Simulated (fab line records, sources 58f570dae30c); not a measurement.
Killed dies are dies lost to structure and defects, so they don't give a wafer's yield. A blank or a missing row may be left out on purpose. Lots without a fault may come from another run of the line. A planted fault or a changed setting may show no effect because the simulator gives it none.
fab line records | flow berkeley_cmos170
record lots=5 wafers=23
route steps=331 shown M1@245 V1@261 M2@281 V2@292 M3@310
start_h: hours from the record's first day to the start of the lot's first wafer shown | wait_h: hours since the lot's step before | " the same as in the row above | L1.1+2: a row that stands for several wafers | - no value, or no start given | * or withheld: withheld | < > ~ a bound
route shown NAME@n: a module of which the file shows steps, and the number in the route of the first | usual: mean/standard deviation of fault-free wafers | same: alike in all rows | chamber/n: place in a boat | sites: the reading at each site | _std_site: their standard deviation | _edge_site: outer sites' mean less inner sites' | radius_mm: how far each site lies from the wafer's centre | mask NAME#n: copy n | behind: the tool/chamber that last shaped the wafer | hold: why the lot was held/for how many hours/how that ended | device: the transistor (n, p or np) that didn't switch | end of line: the same wafers' tests at the end of the route | a step without rows: its recipe alone | killed: dies lost to structure and defects at the first sort, not the wafer's yield | map: a wafer's dies, x killed, . not, _ none there
set.NAME: the setting as run; set.NAME@STEP: as run at that earlier step | model.NAME: the simulator's own value behind a step, which no gauge read
lots whose settings were changed on purpose; a table a step, a row a wafer
## steps
# step UCB170_M1_PEB_07
# recipe peb_temp_c=130 peb_time_s=withheld resist=KrF
# columns lot.wafer tool chamber start_h wait_h set.peb_temp_c
L074.1+5+6 litho_track-04 0 134.57 0.5 130
L074.2+4 " 0 " " 133
L075.2+3+5 litho_track-04 0 145.81 0.1 126.5
L075.4+6 " 0 " " 130
L078.2+3+4+5+6 litho_track-02 0 157.06 0.3 130
L079.1+2+3 litho_track-03 0 173.60 0.3 130
L084.1+5 litho_track-02 0 199.97 0.1 130
L084.3+4+6 " 0 " " 127.3
# step UCB170_M1_DEVELOP_08
# recipe developer=TMAH develop_time_s=45 resist=KrF dev_temp_c=21
# step UCB170_M1_CD_MEAS_09
# recipe target_cd_nm=700
# usual cd_nm=700.7/1.3
# columns lot.wafer tool chamber start_h wait_h set.peb_temp_c@M1_PEB_07 cd_nm
L074.1 cd_sem-01 - 134.85 - 130 699.2
L074.2 " - " " 133 681.2
L074.4 " - " " 133 681.5
L074.5 " - " " 130 699.3
L074.6 " - " " 130 698.3
L075.2 cd_sem-02 - 146.08 - 126.5 729.0
L075.3 " - " " 126.5 728.5
L075.4 " - " " 130 701.8
L075.5 " - " " 126.5 727.4
L075.6 " - " " 130 701.4
L078.2 cd_sem-02 - 157.33 - 130 700.9
L078.3 " - " " 130 700.1
L078.4 " - " " 130 701.2
L078.5 " - " " 130 699.9
L078.6 " - " " 130 700.7
L079.1 cd_sem-02 - 173.87 - 130 698.9
L079.2 " - " " 130 700.1
L079.3 " - " " 130 699.5
L084.1 cd_sem-01 - 200.25 - 130 702.0
L084.3 " - " " 127.3 722.5
L084.4 " - " " 127.3 721.6
L084.5 " - " " 130 700.8
L084.6 " - " " 127.3 721.1
# step UCB170_M1_ETCH_11
# recipe chemistry=N2/H2 target_depth_a=withheld overetch_a=withheld target=BARC time_s=withheld source_w=500 bias_w=100 pressure_mtorr=30 n2_flow_sccm=100 h2_flow_sccm=200
# columns lot.wafer tool chamber start_h wait_h set.peb_temp_c@M1_PEB_07 model.M1.cd_nm
L074.1 rie_diel-04 1 135.00 0.0 130 699.6
L074.2 " 2 " " 133 681.4
L074.4 " 3 " " 133 681.5
L074.5 " 2 " " 130 699.4
L074.6 " 3 " " 130 697.8
L075.2 rie_diel-03 3 146.21 0.0 126.5 730.2
L075.3 " 0 " " 126.5 728.7
L075.4 " 1 " " 130 702.2
L075.5 " 0 " " 126.5 728
L075.6 " 1 " " 130 701.7
L078.2 rie_diel-03 0 157.47 0.0 130 700.6
L078.3 " 3 " " 130 699.8
L078.4 " 1 " " 130 700.5
L078.5 " 2 " " 130 699.5
L078.6 " 3 " " 130 700.7
L079.1 rie_diel-01 0 174.03 0.0 130 699
L079.2 " 3 " " 130 700
L079.3 " 2 " " 130 699.3
L084.1 rie_diel-01 0 200.40 0.0 130 702.3
L084.3 " 3 " " 127.3 723.1
L084.4 " 2 " " 127.3 722.2
L084.5 " 0 " " 130 701
L084.6 " 3 " " 127.3 721.1
# step UCB170_M1_METAL_ETCH_12
# recipe chemistry=Cl2/BCl3 target=Al stop_on=PSG pressure_mtorr=12 target_depth_a=7800 over_etch_frac=0.3 time_s=130 icp_w=600 bias_w=118.7 Cl2_flow_sccm=90 bcl3_flow_sccm=45
# columns lot.wafer tool chamber start_h wait_h set.pressure_mtorr@CONTACT_CVD_01 set.peb_temp_c@M1_PEB_07 model.PSG_of_CONTACT_CVD_01.thk_nm model.M1.cd_nm
L074.1 rie_metal-01 0 135.05 - 281.8 130 643 700.8
L074.2 " 1 " " 281.8 133 641.7 681.5
L074.4 " 1 " " 281.8 133 642.4 682.6
L074.5 " 1 " " 281.8 130 637.2 700.5
L074.6 " 0 " " 281.8 130 637.3 697.7
L075.2 rie_metal-03 0 146.25 - 335.7 126.5 696.1 727.7
L075.3 " 0 " " 335.7 126.5 696.1 727.3
L075.4 " 1 " " 335.7 130 695.2 703.6
L075.5 " 1 " " 335.7 126.5 693.6 730.8
L075.6 " 0 " " 335.7 130 690.1 699.8
L078.2 rie_metal-03 1 157.56 - 300 130 654.8 702.5
L078.3 " 1 " " 300 130 657 701.5
L078.4 " 1 " " 300 130 656.8 702.4
L078.5 " 1 " " 300 130 657.8 701.2
L078.6 " 1 " " 300 130 652.5 701.7
L079.1 rie_metal-04 0 174.07 - 300 130 665.6 698.3
L079.2 " 1 " " 300 130 667.4 698.6
L079.3 " 0 " " 300 130 666.7 698.4
L084.1 rie_metal-03 0 200.45 - 319.8 130 688 702.1
L084.3 " 1 " " 319.8 127.3 692 722.5
L084.4 " 0 " " 319.8 127.3 683 722.6
L084.5 " 1 " " 319.8 130 682.6 703
L084.6 " 0 " " 319.8 127.3 688.1 722.3
# step UCB170_M1_STRIP_13
# recipe chemistry=O2 power_w=400 pressure_mtorr=3500 platen_temp_c=withheld o2_flow_sccm=400 overash_fraction=0.5301
# step UCB170_M1_CD_MEAS_90
# recipe target_cd_nm=700
# usual cd_nm=701.2/1.9
# columns lot.wafer tool chamber start_h wait_h set.peb_temp_c@M1_PEB_07 cd_nm
L074.1 cd_sem-02 - 135.28 0.1 130 700.3
L074.2 " - " " 133 681.6
L074.4 " - " " 133 682.6
L074.5 " - " " 130 700.5
L074.6 " - " " 130 697.7
L075.2 cd_sem-02 - 146.52 0.1 126.5 727.8
L075.3 " - " " 126.5 727.0
L075.4 " - " " 130 703.9
L075.5 " - " " 126.5 730.8
L075.6 " - " " 130 699.5
L078.2 cd_sem-02 - 157.90 0.1 130 702.1
L078.3 " - " " 130 701.6
L078.4 " - " " 130 702.2
L078.5 " - " " 130 701.4
L078.6 " - " " 130 701.6
L079.1 cd_sem-02 - 174.30 0.1 130 698.0
L079.2 " - " " 130 698.7
L079.3 " - " " 130 698.0
L084.1 cd_sem-01 - 200.68 0.1 130 702.5
L084.3 " - " " 127.3 722.7
L084.4 " - " " 127.3 722.9
L084.5 " - " " 130 703.3
L084.6 " - " " 127.3 722.3
# step UCB170_V1_COAT_07
# recipe resist=KrF spin_rpm=1500 resist_thk_nm=900
# columns lot.wafer tool chamber start_h wait_h set.resist_thk_nm model.KrF_of_V1_COAT_07.thk_nm
L074.1 litho_track-02 0 138.77 0.1 918 917.3
L074.2 " 0 " " 918 921.1
L074.4 " 0 " " 900 900.5
L074.5 " 0 " " 918 921.5
L074.6 " 0 " " 900 898.2
L075.2 litho_track-03 0 153.26 0.1 862.3 866.1
L075.3+4 " 0 " " 900 907.4
L075.5 " 0 " " 862.3 868.2
L075.6 " 0 " " 900 905.5
L078.2 litho_track-02 0 162.24 0.1 936.5 930.9
L078.3 " 0 " " 936.5 931.1
L078.4 " 0 " " 936.5 932.7
L078.5 " 0 " " 900 891.2
L078.6 " 0 " " 900 894.8
L079.1 litho_track-03 0 182.46 0.1 900 904.1
L079.2 " 0 " " 900 905.5
L079.3 " 0 " " 900 903.5
L084.1 litho_track-03 0 207.50 0.1 880.3 882.8
L084.3 " 0 " " 900 899.1
L084.4 " 0 " " 900 900.3
L084.5 " 0 " " 880.3 882
L084.6 " 0 " " 880.3 880.6
# step UCB170_M2_COAT_10
# recipe resist=KrF spin_rpm=1500 resist_thk_nm=900
# columns lot.wafer tool chamber start_h wait_h set.resist_thk_nm model.KrF_of_M2_COAT_10.thk_nm
L074.1 litho_track-01 0 - - 900 902.2
L074.2 " 0 " " 900 905.4
L074.4 " 0 " " 900 903.9
L074.5 " 0 " " 900 904.5
L074.6 " 0 " " 900 900.5
L075.2 litho_track-01 0 - - 867.2 872.2
L075.3 " 0 " " 900 906.2
L075.4 " 0 " " 867.2 871.3
L075.5 " 0 " " 900 905.1
L075.6 " 0 " " 867.2 872.4
L078.2 litho_track-04 0 - - 900 899.2
L078.3 " 0 " " 900 899.6
L078.4+6 " 0 " " 900 900.2
L078.5 " 0 " " 900 899
L079.1 litho_track-02 0 - - 900 897.7
L079.2 " 0 " " 900 902.1
L079.3 " 0 " " 900 900.5
L084.1 litho_track-04 0 - - 932.5 931.3
L084.3 " 0 " " 932.5 933.1
L084.4 " 0 " " 900 899.9
L084.5 " 0 " " 900 896.6
L084.6 " 0 " " 932.5 933.5
# step UCB170_M2_SOFTBAKE_11
# recipe resist=KrF temp_c=130 time_s=60
# step UCB170_M2_EXPOSE_12
# recipe mask_id=METAL2 target_cd_nm=700 na=0.5 sigma_outer=0.6 source_shape=conventional dose_mj=26
# step UCB170_M2_ETCH_17
# recipe chemistry=N2/H2 target_depth_a=withheld overetch_a=withheld target=BARC time_s=withheld source_w=500 bias_w=100 pressure_mtorr=30 n2_flow_sccm=100 h2_flow_sccm=200
# step UCB170_M2_METAL_ETCH_18
# recipe chemistry=Cl2/BCl3 target=Al stop_on=SiO2 pressure_mtorr=12 target_depth_a=11700 over_etch_frac=0.3 time_s=195 icp_w=600 bias_w=120 Cl2_flow_sccm=90 bcl3_flow_sccm=45
# columns lot.wafer tool chamber start_h wait_h set.resist_thk_nm@M2_COAT_10 model.KrF_of_M2_COAT_10.thk_nm
L074.1 rie_metal-04 0 143.18 - 900 228
L074.2 " 1 " " 900 225.5
L074.4 " 1 " " 900 222.5
L074.5 " 0 " " 900 223.1
L074.6 " 1 " " 900 216.6
L075.2 rie_metal-04 0 158.51 - 867.2 187.4
L075.3 " 0 " " 900 224.6
L075.4 " 1 " " 867.2 183
L075.5 " 0 " " 900 217.7
L075.6 " 1 " " 867.2 189
L078.2 rie_metal-04 1 166.48 - 900 214.7
L078.3 " 1 " " 900 213.6
L078.4 " 0 " " 900 215.7
L078.5 " 1 " " 900 214.1
L078.6 " 0 " " 900 218.6
L079.1 rie_metal-02 0 186.83 - 900 211.4
L079.2 " 1 " " 900 215
L079.3 " 1 " " 900 215.9
L084.1 rie_metal-04 1 211.37 - 932.5 246.1
L084.3 " 0 " " 932.5 254.8
L084.4 " 1 " " 900 211.1
L084.5 " 0 " " 900 213.4
L084.6 " 1 " " 932.5 243.6
# step UCB170_M2_STRIP_19
# recipe chemistry=O2 power_w=400 pressure_mtorr=3500 platen_temp_c=withheld o2_flow_sccm=400 overash_fraction=0.5
# usual oes_product_au=0.546/0.0092
# columns lot.wafer tool chamber start_h wait_h set.resist_thk_nm@M2_COAT_10 oes_product_au
L074.1 plasma_asher-03 0 143.37 0.1 900 0.557
L074.2 " 1 " " 900 0.555
L074.4 " 1 " " 900 0.553
L074.5 " 0 " " 900 0.556
L074.6 " 1 " " 900 0.548
L075.2 plasma_asher-03 0 158.70 0.1 867.2 0.518
L075.3 " 1 " " 900 0.556
L075.4 " 0 " " 867.2 0.511
L075.5 " 0 " " 900 0.549
L075.6 " 1 " " 867.2 0.524
L078.2 plasma_asher-04 1 166.67 0.1 900 0.542
L078.3 " 1 " " 900 0.555
L078.4 " 0 " " 900 0.546
L078.5 " 1 " " 900 0.536
L078.6 " 0 " " 900 0.546
L079.1 plasma_asher-02 1 187.02 0.1 900 0.546
L079.2 " 0 " " 900 0.559
L079.3 " 1 " " 900 0.548
L084.1 plasma_asher-03 1 211.56 0.1 932.5 0.582
L084.3 " 0 " " 932.5 0.589
L084.4 " 1 " " 900 0.550
L084.5 " 0 " " 900 0.542
L084.6 " 1 " " 932.5 0.571
# step UCB170_V2_CVD_00
# recipe material=SiO2 target_thk_nm=2000 temp_c=390 precursor=TEOS/O2 time_s=250 rf_w=550 pressure_mtorr=9000
# columns lot.wafer tool chamber start_h wait_h set.time_s
L074.1+2+4+5+6 pecvd-02 2,1,2,1,2 143.59 0.1 250
L075.2+3+4+5+6 pecvd-02 0,1,0,2,1 158.92 0.1 250
L078.2+4+5 pecvd-02 0,1,0 166.89 0.1 250
L078.3+6 " 2 " " 283.4
L079.1+2+3 pecvd-02 2,0,1 187.24 0.1 250
L084.1+6 pecvd-02 2,0 211.78 0.1 266.9
L084.3+4+5 " 0,1,2 " " 250
# step UCB170_V2_THK_MEAS_01
# recipe reads=SiO2_of_V2_CVD_00
# usual V2_TEOS_THK=2004/25
# columns lot.wafer tool chamber start_h wait_h set.time_s@V2_CVD_00 V2_TEOS_THK[nm]
L074.1 film_metro-02 - 143.82 0.2 250 2009
L074.2 " - " " 250 1983
L074.4 " - " " 250 1996
L074.5 " - " " 250 2018
L074.6 " - " " 250 2029
L075.2 film_metro-04 - 159.08 0.1 250 1992
L075.3 " - " " 250 1984
L075.4 " - " " 250 2045
L075.5 " - " " 250 2058
L075.6 " - " " 250 2034
L078.2 film_metro-04 - 167.06 0.1 250 2002
L078.3 " - " " 283.4 2265
L078.4 " - " " 250 2034
L078.5 " - " " 250 2028
L078.6 " - " " 283.4 2297
L079.1 film_metro-02 - 187.39 0.1 250 1974
L079.2 " - " " 250 1994
L079.3 " - " " 250 1972
L084.1 film_metro-04 - 211.93 0.1 266.9 2152
L084.3 " - " " 250 2014
L084.4 " - " " 250 2042
L084.5 " - " " 250 2045
L084.6 " - " " 266.9 2187
# step UCB170_M3_SPUTTER_01
# recipe material=Al target_thk_nm=900 time_s=120 power_w=6000 chamber_pressure_pa=0.5
# columns lot.wafer tool chamber start_h wait_h set.time_s model.Al_of_M3_SPUTTER_01.thk_nm
L074.1 pvd_sputter-02 - 146.32 0.0 127 952.5
L074.2 " - " " 120 908.3
L074.4 " - " " 127 949.2
L074.5 " - " " 120 901.6
L074.6 " - " " 120 900.6
L075.2 pvd_sputter-01 - 161.49 0.0 120 880.5
L075.3 " - " " 120 890.9
L075.4 " - " " 120 883.1
L075.5 " - " " 120 882.1
L075.6 " - " " 120 892.3
L078.2 pvd_sputter-02 - 170.19 0.0 127.7 966.4
L078.3 " - " " 127.7 965.4
L078.4 " - " " 120 902.3
L078.5 " - " " 120 899
L078.6 " - " " 127.7 956.9
L079.1 pvd_sputter-01 - 189.82 0.0 120 903.9
L079.2 " - " " 120 901.8
L079.3 " - " " 120 900.1
L084.1 pvd_sputter-04 - 214.44 0.0 120 894.1
L084.3 " - " " 120 891.8
L084.4 " - " " 120 906.8
L084.5 " - " " 120 905.4
L084.6 " - " " 120 897.9
# step UCB170_M3_RS_MEAS_02
# recipe thk_meas_gauge=four-point-probe reads=Al_of_M3_SPUTTER_01
# usual M3_AL_RS=0.0324/0.00032
# columns lot.wafer tool chamber start_h wait_h set.time_s@M3_SPUTTER_01 M3_AL_RS[ohm/sq]
L074.1 film_metro-03 - 146.40 0.0 127 0.0304
L074.2 " - " " 120 0.0319
L074.4 " - " " 127 0.0305
L074.5 " - " " 120 0.0321
L074.6 " - " " 120 0.0321
L075.2 film_metro-04 - 161.64 0.1 120 0.0329
L075.3 " - " " 120 0.0325
L075.4 " - " " 120 0.0329
L075.5 " - " " 120 0.0328
L075.6 " - " " 120 0.0325
L078.2 film_metro-03 - 170.29 0.1 127.7 0.0300
L078.3 " - " " 127.7 0.0300
L078.4 " - " " 120 0.0321
L078.5 " - " " 120 0.0322
L078.6 " - " " 127.7 0.0303
L079.1 film_metro-04 - 189.90 0.0 120 0.0320
L079.2 " - " " 120 0.0321
L079.3 " - " " 120 0.0322
L084.1 film_metro-04 - 214.53 0.0 120 0.0324
L084.3 " - " " 120 0.0325
L084.4 " - " " 120 0.0319
L084.5 " - " " 120 0.0320
L084.6 " - " " 120 0.0322
# step UCB170_M3_THK_MEAS_03
# recipe thk_meas_gauge=xrf reads=Al_of_M3_SPUTTER_01
# usual M3_AL_THK=906/9.4
# columns lot.wafer tool chamber start_h wait_h set.time_s@M3_SPUTTER_01 M3_AL_THK[nm]
L074.1 film_metro-03 - 146.52 0.1 127 966
L074.2 " - " " 120 918
L074.4 " - " " 127 962
L074.5 " - " " 120 913
L074.6 " - " " 120 911
L075.2 film_metro-04 - 161.75 0.1 120 889
L075.3 " - " " 120 907
L075.4 " - " " 120 894
L075.5 " - " " 120 895
L075.6 " - " " 120 909
L078.2 film_metro-03 - 170.40 0.1 127.7 976
L078.3 " - " " 127.7 977
L078.4 " - " " 120 917
L078.5 " - " " 120 906
L078.6 " - " " 127.7 971
L079.1 film_metro-04 - 190.02 0.1 120 923
L079.2 " - " " 120 909
L079.3 " - " " 120 910
L084.1 film_metro-04 - 214.65 0.1 120 912
L084.3 " - " " 120 904
L084.4 " - " " 120 917
L084.5 " - " " 120 915
L084.6 " - " " 120 914
# step UCB170_M3_EXPOSE_12
# recipe mask_id=METAL3 target_cd_nm=700 na=0.5 sigma_outer=0.6 source_shape=conventional dose_mj=26
# columns lot.wafer tool chamber start_h wait_h mask set.dose_mj
L074.1+2+4+5+6 krf_scanner-02 0 150.95 - METAL3#0 26
L075.2+4 krf_scanner-02 0 163.37 - METAL3#0 26
L075.3+5+6 " 0 " " METAL3#0 24.65
L078.2+3 krf_scanner-01 0 171.85 - METAL3#0 26
L078.4+5+6 " 0 " " METAL3#0 24.06
L079.1+2+3 krf_scanner-02 0 191.50 - METAL3#0 26
L084.1+5 krf_scanner-01 0 216.09 - METAL3#0 26
L084.3+4+6 " 0 " " METAL3#0 27
# step UCB170_M3_PEB_13
# recipe peb_temp_c=130 peb_time_s=withheld resist=KrF
# step UCB170_M3_DEVELOP_14
# recipe developer=TMAH develop_time_s=45 resist=KrF dev_temp_c=21
# step UCB170_M3_CD_MEAS_15
# recipe target_cd_nm=700
# usual cd_nm=699.9/1.6
# columns lot.wafer tool chamber start_h wait_h set.dose_mj@M3_EXPOSE_12 cd_nm
L074.1 cd_sem-01 - 151.39 - 26 697.1
L074.2 " - " " 26 695.9
L074.4 " - " " 26 697.4
L074.5 " - " " 26 697.4
L074.6 " - " " 26 696.7
L075.2 cd_sem-02 - 163.77 - 26 700.3
L075.3 " - " " 24.65 708.4
L075.4 " - " " 26 699.7
L075.5 " - " " 24.65 709.0
L075.6 " - " " 24.65 708.2
L078.2 cd_sem-01 - 172.31 - 26 700.5
L078.3 " - " " 26 701.9
L078.4 " - " " 24.06 714.5
L078.5 " - " " 24.06 714.4
L078.6 " - " " 24.06 713.7
L079.1 cd_sem-01 - 192.13 - 26 699.0
L079.2 " - " " 26 697.3
L079.3 " - " " 26 697.9
L084.1 cd_sem-02 - 216.79 - 26 700.5
L084.3 " - " " 27 694.1
L084.4 " - " " 27 694.1
L084.5 " - " " 26 700.6
L084.6 " - " " 27 693.9
## key
split step=UCB170_M1_PEB_07 setting=peb_temp_c stated=130 by=wafer
response step=UCB170_M1_CD_MEAS_09 reading=cd_nm change=-9.14 per=1% r=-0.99
response step=UCB170_M1_ETCH_11 reading=model.M1.cd_nm change=-9.21 per=1% r=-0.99
response step=UCB170_M1_METAL_ETCH_12 reading=model.M1.cd_nm change=-9.14 per=1% r=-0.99
response step=UCB170_M1_CD_MEAS_90 reading=cd_nm change=-9.09 per=1% r=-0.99
split step=UCB170_V1_COAT_07 setting=resist_thk_nm stated=900 by=wafer
response step=UCB170_V1_COAT_07 reading=model.KrF_of_V1_COAT_07.thk_nm change=+9.41 per=1% r=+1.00
split step=UCB170_M2_COAT_10 setting=resist_thk_nm stated=900 by=wafer
response step=UCB170_M2_COAT_10 reading=model.KrF_of_M2_COAT_10.thk_nm change=+9.37 per=1% r=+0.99
response step=UCB170_M2_METAL_ETCH_18 reading=model.KrF_of_M2_COAT_10.thk_nm change=+9.73 per=1% r=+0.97
response step=UCB170_M2_STRIP_19 reading=oes_product_au change=+0.00957 per=1% r=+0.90
split step=UCB170_V2_CVD_00 setting=time_s stated=250 by=wafer
response step=UCB170_V2_THK_MEAS_01 reading=V2_TEOS_THK change=+19.5 per=1% r=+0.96
split step=UCB170_M3_SPUTTER_01 setting=time_s stated=120 by=wafer
response step=UCB170_M3_SPUTTER_01 reading=model.Al_of_M3_SPUTTER_01.thk_nm change=+8.98 per=1% r=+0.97
response step=UCB170_M3_RS_MEAS_02 reading=M3_AL_RS change=-0.000303 per=1% r=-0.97
response step=UCB170_M3_THK_MEAS_03 reading=M3_AL_THK change=+9.27 per=1% r=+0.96
split step=UCB170_M3_EXPOSE_12 setting=dose_mj stated=26 by=wafer
response step=UCB170_M3_CD_MEAS_15 reading=cd_nm change=-1.71 per=1% r=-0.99
split outside_this_file step=UCB170_CONTACT_CVD_01 setting=pressure_mtorr
# split outside_this_file: this setting was split too, and the file shows its column; the key of that split is in another file
